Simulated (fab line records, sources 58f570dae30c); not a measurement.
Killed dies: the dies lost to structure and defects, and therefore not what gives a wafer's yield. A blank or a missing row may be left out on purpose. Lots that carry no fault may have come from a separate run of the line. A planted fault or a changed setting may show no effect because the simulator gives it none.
Matching of chambers + flow berkeleyCmos170 + 4 sister chambers for UCB170_GATE_ETCH_15 on rieSi-02
The step etches poly-Si in HBr/Cl2, stops on SiO2, time 56.3 s, target depth 278.2 nm. 8 wafers are shown with their chamber, then 8 later ones without.

WAFERS PAIRED WITH THEIR CHAMBERS
| wafer  | chamber | throttleValvePct (%) | rfFwdPowerW (W) |
|--------|---------|----------------------|-----------------|
| L337.2 | 0       | 26.54                | 295.7           |
| L337.5 | 1       | 26.68                | 298.2           |
| L338.2 | 2       | 26.30                | 298.0           |
| L338.6 | 3       | 26.61                | 296.6           |
| L350.4 | 3       | 26.60                | 297.6           |
| L350.5 | 0       | 26.51                | 296.3           |
| L350.6 | 1       | 26.65                | 297.4           |
| L352.1 | 2       | 26.32                | 297.1           |

WAFERS WHOSE CHAMBER IS MISSING
| wafer  | throttleValvePct (%) | rfFwdPowerW (W) |
|--------|----------------------|-----------------|
| L352.2 | 26.53                | 295.4           |
| L352.6 | 26.32                | 298.7           |
| L354.2 | 26.53                | 297.9           |
| L354.5 | 26.60                | 296.0           |
| L354.6 | 26.55                | 297.8           |
| L355.2 | 26.54                | 297.1           |
| L355.4 | 26.65                | 298.5           |
| L355.6 | 26.60                | 295.9           |

WHICH CHAMBER EACH WENT THROUGH
| wafer  | from the rows above     | in truth |
|--------|-------------------------|----------|
| L352.2 | 0                       | 0        |
| L352.6 | 2                       | 2        |
| L354.2 | can't be placed: 0 or 3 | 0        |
| L354.5 | 3                       | 3        |
| L354.6 | can't be placed: 0 or 3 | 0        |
| L355.2 | can't be placed: 0 or 3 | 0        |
| L355.4 | 1                       | 1        |
| L355.6 | 3                       | 3        |
5 of 8 placed correctly. Unplaceable from these rows: 3, with the true chamber sitting among the candidates in 3. Wrongly placed: 0.
How it was worked out, from the rows above alone: a wafer's distance from a chamber is the root of the sum, over the readings, of the square of ((its reading less the chamber's mean) divided by the reading's scatter). The wafer belongs to the nearest chamber; if the next one is less than 2 further off, it can't be placed. For every chamber, the mean is computed from those of its wafers that are shown. The scatter: take each reading less its chamber's mean, square it, sum over the shown wafers, divide by the number of wafers less the number of chambers, and take the root.
